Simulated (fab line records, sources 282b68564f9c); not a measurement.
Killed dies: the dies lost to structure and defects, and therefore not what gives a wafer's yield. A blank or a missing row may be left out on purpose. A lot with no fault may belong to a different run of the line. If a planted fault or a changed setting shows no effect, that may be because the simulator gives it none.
fab line records	flow rit-cmos
record lots=5	wafers=23
route steps=202 shown PRETRO@72 GATE@84 REOX@101 NLDD@104 PLDD@122 SPACER@125 NSD@139 SDANNEAL@156 PSD@157
start-h: hours from the record's first day to the start of the lot's first wafer shown	wait-h: hours since the lot's step before	" as in the row above	L1.1+2: one row covering several wafers at once	- no value, or no start was given	* or withheld: withheld	< > ~ a bound
route shown NAME@n: NAME is a module with steps in the file, n the number in the route of the first one	usual: average and standard deviation across the fault-free wafers	same: alike in all rows	chamber/n: place in a boat	sites: per-site readings	_std_site: their standard deviation	_edge_site: outer sites' mean less inner sites'	radius-mm: for every site, how far away it sits from the centre of the wafer	mask NAME#n: copy n	behind: the last tool/chamber to shape the wafer	hold: the reason the lot was held/the length of the hold in hours/how it ended	device: transistor that didn't switch, given as n, p or np	end of line: the same wafers' tests at the end of the route	for a step that has no rows: nothing shown but its recipe	killed: dies that structure and defects cost at the first sort, which is not the same as the wafer's yield	map: per-die view of a wafer (x killed, . not killed, _ where there is no die)
set.NAME: the run value of the setting; set.NAME@STEP: its run value at that earlier step	model.NAME: the simulator's own value behind a step, which no gauge read
lots where settings were altered on purpose, with a table for each step and a row for each wafer
## steps
# step RIT_PRETRO_IMPLANT_08
# recipe species=B	energy-kev=45	dose-cm2=1.2e+13	tilt-deg=7
lot.wafer	tool	chamber	start-h	wait-h	set.dose-cm2
L075.1+2+3	implanter-03	0	38.70	0.2	1.2e+13
L077.1+6	implanter-01	0	49.46	0.2	1.2e+13
L077.3+4+5	"	0	"	"	1.142e+13
L078.2+3+4	implanter-02	0	52.83	0.2	1.276e+13
L078.5+6	"	0	"	"	1.2e+13
L080.1+2+3+4+6	implanter-01	0	62.96	0.2	1.2e+13
L084.1+3+4+5+6	implanter-02	0	85.76	0.2	1.2e+13
# step RIT_PRETRO_STRIP_09
# recipe chemistry=O2	time-s=180	resist=NOVOLAK	platen-temp-c=withheld	power-w=500	pressure-mtorr=4000	o2-flow-sccm=4000
# step RIT_PRETRO_TW_MEAS_10
# usual PRETRO_TW=478.7/2.6
lot.wafer	tool	chamber	start-h	wait-h	set.dose-cm2@PRETRO_IMPLANT_08	PRETRO_TW
L075.1	film-metro-03	-	39.02	0.1	1.2e+13	480.4
L075.2	"	-	"	"	1.2e+13	478.0
L075.3	"	-	"	"	1.2e+13	479.2
L077.1	film-metro-01	-	49.78	0.1	1.2e+13	473.2
L077.3	"	-	"	"	1.142e+13	466.9
L077.4	"	-	"	"	1.142e+13	467.7
L077.5	"	-	"	"	1.142e+13	468.4
L077.6	"	-	"	"	1.2e+13	472.2
L078.2	film-metro-04	-	53.14	0.1	1.276e+13	491.4
L078.3	"	-	"	"	1.276e+13	492.5
L078.4	"	-	"	"	1.276e+13	493.7
L078.5	"	-	"	"	1.2e+13	478.6
L078.6	"	-	"	"	1.2e+13	482.8
L080.1	film-metro-03	-	63.28	0.1	1.2e+13	480.0
L080.2	"	-	"	"	1.2e+13	476.8
L080.3	"	-	"	"	1.2e+13	478.4
L080.4	"	-	"	"	1.2e+13	480.8
L080.6	"	-	"	"	1.2e+13	479.2
L084.1	film-metro-03	-	86.08	0.1	1.2e+13	476.8
L084.3	"	-	"	"	1.2e+13	477.3
L084.4	"	-	"	"	1.2e+13	477.2
L084.5	"	-	"	"	1.2e+13	478.0
L084.6	"	-	"	"	1.2e+13	477.1
# step RIT_GATE_CVD_08
# recipe material=poly-Si	target-thk-nm=250	temp-c=610	precursor=SiH4	time-s=2220	pressure-mtorr=300	sih4-flow-sccm=100
lot.wafer	tool	chamber	start-h	wait-h	set.temp-c	model.poly-Si_of_GATE_CVD_08.thk-nm
L075.1	lpcvd-01	0	41.76	0.7	610	247.9
L075.2	"	0	"	"	610	247
L075.3	"	0	"	"	610	249
L077.1	-	-	-	0.1	623.4	341.9
L077.3	"	-	"	"	623.4	341.8
L077.4	"	-	"	"	623.4	343.2
L077.5	"	-	"	"	623.4	339.9
L077.6	"	-	"	"	623.4	342
L078.2	-	-	-	0.0	619.2	312.5
L078.3	"	-	"	"	619.2	312.6
L078.4	"	-	"	"	619.2	313.3
L078.5	"	-	"	"	619.2	310.6
L078.6	"	-	"	"	619.2	309.9
L080.1	-	-	-	0.1	626.5	364.6
L080.2	"	-	"	"	626.5	363.1
L080.3	"	-	"	"	626.5	363.3
L080.4	"	-	"	"	626.5	363.7
L080.6	"	-	"	"	626.5	364.1
L084.1	-	-	-	0.1	600	193.1
L084.3	"	-	"	"	600	196.1
L084.4	"	-	"	"	600	194
L084.5	"	-	"	"	600	195.4
L084.6	"	-	"	"	600	193.6
# step RIT_GATE_THK_MEAS_09
# recipe reads=poly-Si_of_GATE_CVD_08
# usual GATE_POLY_THK=249.0/2.3
lot.wafer	tool	chamber	start-h	wait-h	set.temp-c@GATE_CVD_08	GATE_POLY_THK[nm]
L075.1	film-metro-02	-	44.18	0.0	610	247.9
L075.2	"	-	"	"	610	246.9
L075.3	"	-	"	"	610	249.1
L077.1	film-metro-02	-	-	-	623.4	342.3
L077.3	"	-	"	"	623.4	342.1
L077.4	"	-	"	"	623.4	343.2
L077.5	"	-	"	"	623.4	339.9
L077.6	"	-	"	"	623.4	342.0
L078.2	film-metro-04	-	-	-	619.2	312.5
L078.3	"	-	"	"	619.2	312.5
L078.4	"	-	"	"	619.2	313.1
L078.5	"	-	"	"	619.2	310.5
L078.6	"	-	"	"	619.2	309.7
L080.1	film-metro-03	-	-	-	626.5	364.3
L080.2	"	-	"	"	626.5	363.5
L080.3	"	-	"	"	626.5	363.5
L080.4	"	-	"	"	626.5	363.7
L080.6	"	-	"	"	626.5	364.2
L084.1	film-metro-02	-	-	-	600	193.0
L084.3	"	-	"	"	600	196.1
L084.4	"	-	"	"	600	193.9
L084.5	"	-	"	"	600	195.5
L084.6	"	-	"	"	600	193.4
# step RIT_GATE_DEVELOP_15
# recipe resist=NOVOLAK	develop-time-s=50	dev-temp-c=23
lot.wafer	tool	chamber	start-h	wait-h	set.dev-temp-c
L075.1+2+3	litho-track-03	0	-	-	23
L077.1+4+6	litho-track-01	0	-	-	23
L077.3+5	"	0	"	"	25.81
L078.2+3+5	litho-track-03	0	-	-	25.07
L078.4+6	"	0	"	"	23
L080.1+3+6	litho-track-01	0	-	-	23
L080.2+4	"	0	"	"	26.59
L084.1+3+4+5+6	litho-track-02	0	-	-	23
# step RIT_GATE_HARDBAKE_18
# recipe resist=NOVOLAK	temp-c=140	time-s=60
# step RIT_GATE_ETCH_19
# recipe chemistry=SF6/CHF3/O2	time-s=165	SF6_flow_sccm=30	CHF3_flow_sccm=30	O2_flow_sccm=5	target=poly-Si	pressure-mtorr=40	rf-w=160	target-depth-a=3125	over-etch-frac=0.25	stop-on=SiO2
# usual oes-product-au=0.851/0.014
lot.wafer	tool	chamber	start-h	wait-h	set.temp-c@GATE_CVD_08	oes-product-au
L075.1	rie-si-01	3	45.65	0.1	610	0.828
L075.2	"	0	"	"	610	0.846
L075.3	"	1	"	"	610	0.836
L077.1	rie-si-01	3	55.26	0.1	623.4	0.976
L077.3	"	0	"	"	623.4	1.030
L077.4	"	2	"	"	623.4	0.993
L077.5	"	2	"	"	623.4	1.001
L077.6	"	3	"	"	623.4	0.975
L078.2	rie-si-02	1	60.21	0.1	619.2	0.997
L078.3	"	2	"	"	619.2	0.965
L078.4	"	0	"	"	619.2	0.991
L078.5	"	0	"	"	619.2	0.997
L078.6	"	1	"	"	619.2	1.004
L080.1	rie-si-02	3	72.29	0.1	626.5	1.046
L080.2	"	0	"	"	626.5	1.006
L080.3	"	2	"	"	626.5	0.971
L080.4	"	3	"	"	626.5	1.037
L080.6	"	2	"	"	626.5	0.964
L084.1	rie-si-02	2	92.10	0.1	600	0.705
L084.3	"	0	"	"	600	0.727
L084.4	"	3	"	"	600	0.743
L084.5	"	2	"	"	600	0.708
L084.6	"	3	"	"	600	0.737
# step RIT_REOX_OXIDATION_03
# recipe temp-c=900	ambient=O2	target-thk-a=252	ox-time-s=5580
lot.wafer	tool	chamber	start-h	wait-h	set.ox-time-s	model.SiO2_of_REOX_OXIDATION_03.thk-nm
L075.1	furnace-04	0	48.37	1.9	5580	25.94
L075.2	"	0	"	"	5580	25.44
L075.3	"	0	"	"	5580	25.36
L077.1	-	-	-	1.1	6029	26.54
L077.3	"	-	"	"	6029	26.66
L077.4	"	-	"	"	6029	26.59
L077.5	"	-	"	"	6029	26.08
L077.6	"	-	"	"	6029	25.91
L078.2	-	-	-	2.5	5580	25.44
L078.3	"	-	"	"	5580	25.35
L078.4	"	-	"	"	5580	25.51
L078.5	"	-	"	"	5580	24.93
L078.6	"	-	"	"	5580	25.73
L080.1	-	-	-	0.0	5194	24.39
L080.2	"	-	"	"	5194	24
L080.3	"	-	"	"	5194	23.82
L080.4	"	-	"	"	5194	23.96
L080.6	"	-	"	"	5194	24.31
L084.1	-	-	-	0.0	4894	22.77
L084.3	"	-	"	"	4894	22.69
L084.4	"	-	"	"	4894	22.72
L084.5	"	-	"	"	4894	22.59
L084.6	"	-	"	"	4894	22.46
# step RIT_REOX_THK_MEAS_04
# recipe reads=SiO2_of_REOX_OXIDATION_03
# usual REOX_OXIDE_THK=25.4/0.45
lot.wafer	tool	chamber	start-h	wait-h	set.ox-time-s@REOX_OXIDATION_03	REOX_OXIDE_THK[nm]
L075.1	film-metro-01	-	50.92	0.0	5580	25.9
L075.2	"	-	"	"	5580	25.5
L075.3	"	-	"	"	5580	25.4
L077.1	film-metro-01	-	-	-	6029	26.6
L077.3	"	-	"	"	6029	26.6
L077.4	"	-	"	"	6029	26.5
L077.5	"	-	"	"	6029	26.1
L077.6	"	-	"	"	6029	25.9
L078.2	film-metro-03	-	-	-	5580	25.4
L078.3	"	-	"	"	5580	25.4
L078.4	"	-	"	"	5580	25.5
L078.5	"	-	"	"	5580	24.9
L078.6	"	-	"	"	5580	25.7
L080.1	film-metro-02	-	-	-	5194	24.4
L080.2	"	-	"	"	5194	24.0
L080.3	"	-	"	"	5194	23.8
L080.4	"	-	"	"	5194	23.9
L080.6	"	-	"	"	5194	24.3
L084.1	film-metro-03	-	-	-	4894	22.7
L084.3	"	-	"	"	4894	22.7
L084.4	"	-	"	"	4894	22.7
L084.5	"	-	"	"	4894	22.6
L084.6	"	-	"	"	4894	22.5
# step RIT_NLDD_COAT_01
# recipe resist=NOVOLAK	spin-rpm=3250	resist-thk-nm=1000
lot.wafer	tool	chamber	start-h	wait-h	set.spin-rpm	model.NOVOLAK_of_NLDD_COAT_01.thk-nm
L075.1+2	litho-track-04	0	51.13	0.1	3250	1008
L075.3	"	0	"	"	3250	1011
L077.1	litho-track-04	0	60.00	0.1	3250	1001
L077.3+4	"	0	"	"	3068	1032
L077.5+6	"	0	"	"	3250	1004
L078.2	litho-track-03	0	66.25	0.1	3250	997.8
L078.3	"	0	"	"	3250	999.9
L078.4	"	0	"	"	3027	1035
L078.5	"	0	"	"	3027	1034
L078.6	"	0	"	"	3250	999.2
L080.1	litho-track-01	0	75.82	0.1	3250	1007
L080.2+3	"	0	"	"	3250	1005
L080.4	"	0	"	"	3250	1008
L080.6	"	0	"	"	3250	1004
L084.1	litho-track-01	0	95.65	0.1	3429	976.3
L084.3	"	0	"	"	3429	977.9
L084.4	"	0	"	"	3250	1005
L084.5	"	0	"	"	3429	979.3
L084.6	"	0	"	"	3250	1008
# step RIT_NLDD_SOFTBAKE_02
# recipe resist=NOVOLAK	temp-c=90	time-s=60
# step RIT_NLDD_EXPOSE_03
# recipe mask-id=M7	na=0.57	target-cd-nm=40700	dose-mj=250
# step RIT_NLDD_DEVELOP_05
# recipe resist=NOVOLAK	develop-time-s=50	dev-temp-c=23
# step RIT_NLDD_HARDBAKE_07
# recipe resist=NOVOLAK	temp-c=140	time-s=60
lot.wafer	tool	chamber	start-h	wait-h	set.spin-rpm@NLDD_COAT_01	model.NOVOLAK_of_NLDD_COAT_01.thk-nm
L075.1	litho-track-01	0	51.87	0.0	3250	891.2
L075.2	"	0	"	"	3250	890.4
L075.3	"	0	"	"	3250	893
L077.1	litho-track-03	0	60.73	0.0	3250	885
L077.3	"	0	"	"	3068	911.5
L077.4	"	0	"	"	3068	912
L077.5	"	0	"	"	3250	887.1
L077.6	"	0	"	"	3250	887.2
L078.2	litho-track-03	0	67.11	0.0	3250	881.9
L078.3	"	0	"	"	3250	883.6
L078.4	"	0	"	"	3027	914.3
L078.5	"	0	"	"	3027	913.6
L078.6	"	0	"	"	3250	883
L080.1	litho-track-04	0	76.58	0.0	3250	889.5
L080.2	"	0	"	"	3250	888.4
L080.3	"	0	"	"	3250	888.1
L080.4	"	0	"	"	3250	890.6
L080.6	"	0	"	"	3250	887.7
L084.1	litho-track-04	0	96.51	0.0	3429	863.1
L084.3	"	0	"	"	3429	864.5
L084.4	"	0	"	"	3250	888.5
L084.5	"	0	"	"	3429	865.7
L084.6	"	0	"	"	3250	891.2
# step RIT_PLDD_IMPLANT_08
# recipe species=BF2	energy-kev=20	dose-cm2=9e+14	tilt-deg=7
lot.wafer	tool	chamber	start-h	wait-h	set.dose-cm2
L075.1+2+3	implanter-03	0	53.62	0.1	9e+14
L077.1+3	implanter-02	0	62.54	0.1	9e+14
L077.4+5+6	"	0	"	"	9.341e+14
L078.2+4+6	implanter-03	0	68.68	0.1	9e+14
L078.3+5	"	0	"	"	8.763e+14
L080.1+6	implanter-04	0	78.15	0.1	9e+14
L080.2+3+4	"	0	"	"	8.426e+14
L084.1+4+6	implanter-02	0	98.15	0.1	8.798e+14
L084.3+5	"	0	"	"	9e+14
# step RIT_PLDD_STRIP_09
# recipe chemistry=O2	time-s=180	resist=NOVOLAK	platen-temp-c=withheld	power-w=500	pressure-mtorr=4000	o2-flow-sccm=4000
# step RIT_SPACER_CLEAN_00
# recipe chemistry=SC1	mix=3:3:50	time-s=600	temp-c=75
lot.wafer	tool	chamber	start-h	wait-h	set.ox-time-s@REOX_OXIDATION_03	model.SiO2_of_REOX_OXIDATION_03.thk-nm
L075.1	wet-bench-03	1	54.01	0.1	5580	23.91
L075.2	"	1	"	"	5580	23.45
L075.3	"	1	"	"	5580	23.38
L077.1	wet-bench-02	3	62.93	0.1	6029	24.5
L077.3	"	3	"	"	6029	24.61
L077.4	"	3	"	"	6029	24.53
L077.5	"	3	"	"	6029	24.06
L077.6	"	3	"	"	6029	23.91
L078.2	wet-bench-02	2	69.04	0.0	5580	23.5
L078.3	"	2	"	"	5580	23.43
L078.4	"	2	"	"	5580	23.57
L078.5	"	2	"	"	5580	23.03
L078.6	"	2	"	"	5580	23.77
L080.1	wet-bench-01	1	78.54	0.1	5194	22.49
L080.2	"	1	"	"	5194	22.13
L080.3	"	1	"	"	5194	21.96
L080.4	"	1	"	"	5194	22.1
L080.6	"	1	"	"	5194	22.42
L084.1	wet-bench-01	2	98.54	0.1	4894	20.97
L084.3	"	2	"	"	4894	20.89
L084.4	"	2	"	"	4894	20.93
L084.5	"	2	"	"	4894	20.79
L084.6	"	2	"	"	4894	20.69
# step RIT_NSD_IMPLANT_08
# recipe species=P	energy-kev=25	dose-cm2=1e+15	tilt-deg=7
lot.wafer	tool	chamber	start-h	wait-h	set.dose-cm2
L075.1+2+3	implanter-02	0	57.70	0.1	1e+15
L077.1+6	implanter-02	0	66.61	0.1	1e+15
L077.3+4+5	"	0	"	"	9.742e+14
L078.2+3+4+5+6	implanter-02	0	74.26	0.1	1e+15
L080.1+3+4	implanter-01	0	82.19	0.1	1.074e+15
L080.2+6	"	0	"	"	1e+15
L084.1+3	implanter-02	0	102.19	0.1	9.684e+14
L084.4+5+6	"	0	"	"	1e+15
# step RIT_SDANNEAL_RTA_03
# recipe temp-c=1050	time-s=5	idle-temp-c=600	ramp-up-c-per-s=342	ramp-down-c-per-s=171	cool-to-c=600	ambient=N2
lot.wafer	tool	chamber	start-h	wait-h	set.time-s
L075.1+2+3	rtp-anneal-02	0	60.00	0.0	5
L077.1+5+6	rtp-anneal-02	0	68.79	0.0	5
L077.3+4	"	0	"	"	5.258
L078.2+3+6	rtp-anneal-01	0	76.42	0.0	5
L078.4+5	"	0	"	"	5.516
L080.1+3+6	rtp-anneal-01	0	84.73	0.0	5.664
L080.2+4	"	0	"	"	5
L084.1+3+4+5+6	rtp-anneal-01	0	104.49	0.0	5
# step RIT_SDANNEAL_RS_MEAS_04
# recipe thk-meas-gauge=four-point-probe
# usual PSD_RS=115.92/0.3
lot.wafer	tool	chamber	start-h	wait-h	set.time-s@SDANNEAL_RTA_03	PSD_RS[ohm/sq]
L075.1	film-metro-01	-	60.06	0.0	5	116.15
L075.2	"	-	"	"	5	115.81
L075.3	"	-	"	"	5	116.40
L077.1	film-metro-02	-	68.84	0.0	5	115.90
L077.3	"	-	"	"	5.258	114.92
L077.4	"	-	"	"	5.258	115.01
L077.5	"	-	"	"	5	116.02
L077.6	"	-	"	"	5	115.59
L078.2	film-metro-04	-	76.48	0.1	5	116.49
L078.3	"	-	"	"	5	116.17
L078.4	"	-	"	"	5.516	114.64
L078.5	"	-	"	"	5.516	114.82
L078.6	"	-	"	"	5	115.82
L080.1	film-metro-02	-	84.79	0.0	5.664	114.69
L080.2	"	-	"	"	5	116.15
L080.3	"	-	"	"	5.664	114.59
L080.4	"	-	"	"	5	116.35
L080.6	"	-	"	"	5.664	114.36
L084.1	film-metro-01	-	104.55	0.0	5	116.04
L084.3	"	-	"	"	5	116.49
L084.4	"	-	"	"	5	116.38
L084.5	"	-	"	"	5	116.62
L084.6	"	-	"	"	5	115.95
# step RIT_SDANNEAL_RS_MEAS_05
# recipe thk-meas-gauge=four-point-probe
# usual NSD_RS=84.43/0.28
lot.wafer	tool	chamber	start-h	wait-h	set.dose-cm2@NSD_IMPLANT_08	NSD_RS[ohm/sq]
L075.1	film-metro-01	-	60.18	0.1	1e+15	84.67
L075.2	"	-	"	"	1e+15	84.72
L075.3	"	-	"	"	1e+15	84.68
L077.1	film-metro-02	-	68.96	0.1	1e+15	84.05
L077.3	"	-	"	"	9.742e+14	85.64
L077.4	"	-	"	"	9.742e+14	86.12
L077.5	"	-	"	"	9.742e+14	85.92
L077.6	"	-	"	"	1e+15	84.01
L078.2	film-metro-04	-	76.60	0.1	1e+15	84.88
L078.3	"	-	"	"	1e+15	84.59
L078.4	"	-	"	"	1e+15	84.30
L078.5	"	-	"	"	1e+15	84.50
L078.6	"	-	"	"	1e+15	84.69
L080.1	film-metro-02	-	84.91	0.1	1.074e+15	79.51
L080.2	"	-	"	"	1e+15	84.31
L080.3	"	-	"	"	1.074e+15	79.80
L080.4	"	-	"	"	1.074e+15	80.05
L080.6	"	-	"	"	1e+15	84.29
L084.1	film-metro-01	-	104.67	0.1	9.684e+14	86.73
L084.3	"	-	"	"	9.684e+14	86.93
L084.4	"	-	"	"	1e+15	84.95
L084.5	"	-	"	"	1e+15	84.77
L084.6	"	-	"	"	1e+15	84.95
# step RIT_SDANNEAL_RS_MEAS_06
# recipe thk-meas-gauge=four-point-probe
# usual PLDD_RS=178.8/0.52
lot.wafer	tool	chamber	start-h	wait-h	set.dose-cm2@PLDD_IMPLANT_08	PLDD_RS[ohm/sq]
L075.1	film-metro-01	-	60.30	0.1	9e+14	179.3
L075.2	"	-	"	"	9e+14	179.1
L075.3	"	-	"	"	9e+14	179.4
L077.1	film-metro-02	-	69.08	0.1	9e+14	178.5
L077.3	"	-	"	"	9e+14	177.0
L077.4	"	-	"	"	9.341e+14	174.7
L077.5	"	-	"	"	9.341e+14	175.2
L077.6	"	-	"	"	9.341e+14	175.1
L078.2	film-metro-04	-	76.72	0.1	9e+14	178.7
L078.3	"	-	"	"	8.763e+14	181.4
L078.4	"	-	"	"	9e+14	176.7
L078.5	"	-	"	"	8.763e+14	178.9
L078.6	"	-	"	"	9e+14	178.4
L080.1	film-metro-02	-	85.03	0.1	9e+14	177.7
L080.2	"	-	"	"	8.426e+14	185.6
L080.3	"	-	"	"	8.426e+14	184.5
L080.4	"	-	"	"	8.426e+14	185.6
L080.6	"	-	"	"	9e+14	177.5
L084.1	film-metro-01	-	104.79	0.1	8.798e+14	181.5
L084.3	"	-	"	"	9e+14	179.9
L084.4	"	-	"	"	8.798e+14	181.6
L084.5	"	-	"	"	9e+14	179.5
L084.6	"	-	"	"	8.798e+14	181.2
## key
split step=RIT_PRETRO_IMPLANT_08	setting=dose-cm2	stated=1.2e+13	by=wafer
response step=RIT_PRETRO_TW_MEAS_10	reading=PRETRO_TW	change=+1.56	per=1%	r=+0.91
split step=RIT_GATE_CVD_08	setting=temp-c	stated=610	by=lot
response step=RIT_GATE_CVD_08	reading=model.poly-Si_of_GATE_CVD_08.thk-nm	change=+39.1	per=1%	r=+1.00
response step=RIT_GATE_THK_MEAS_09	reading=GATE_POLY_THK	change=+39.1	per=1%	r=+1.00
response step=RIT_GATE_ETCH_19	reading=oes-product-au	change=+0.0689	per=1%	r=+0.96
split step=RIT_GATE_DEVELOP_15	setting=dev-temp-c	stated=23	by=wafer
response none clear
split step=RIT_REOX_OXIDATION_03	setting=ox-time-s	stated=5580	by=lot
response step=RIT_REOX_OXIDATION_03	reading=model.SiO2_of_REOX_OXIDATION_03.thk-nm	change=+0.183	per=1%	r=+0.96
response step=RIT_REOX_THK_MEAS_04	reading=REOX_OXIDE_THK	change=+0.182	per=1%	r=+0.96
response step=RIT_SPACER_CLEAN_00	reading=model.SiO2_of_REOX_OXIDATION_03.thk-nm	change=+0.171	per=1%	r=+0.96
split step=RIT_NLDD_COAT_01	setting=spin-rpm	stated=3250	by=wafer
response step=RIT_NLDD_COAT_01	reading=model.NOVOLAK_of_NLDD_COAT_01.thk-nm	change=-5.2	per=1%	r=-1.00
response step=RIT_NLDD_HARDBAKE_07	reading=model.NOVOLAK_of_NLDD_COAT_01.thk-nm	change=-4.55	per=1%	r=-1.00
split step=RIT_PLDD_IMPLANT_08	setting=dose-cm2	stated=9e+14	by=wafer
response step=RIT_SDANNEAL_RS_MEAS_06	reading=PLDD_RS	change=-1.03	per=1%	r=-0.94
split step=RIT_NSD_IMPLANT_08	setting=dose-cm2	stated=1e+15	by=wafer
response step=RIT_SDANNEAL_RS_MEAS_05	reading=NSD_RS	change=-0.621	per=1%	r=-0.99
split step=RIT_SDANNEAL_RTA_03	setting=time-s	stated=5	by=wafer
response step=RIT_SDANNEAL_RS_MEAS_04	reading=PSD_RS	change=-0.135	per=1%	r=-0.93
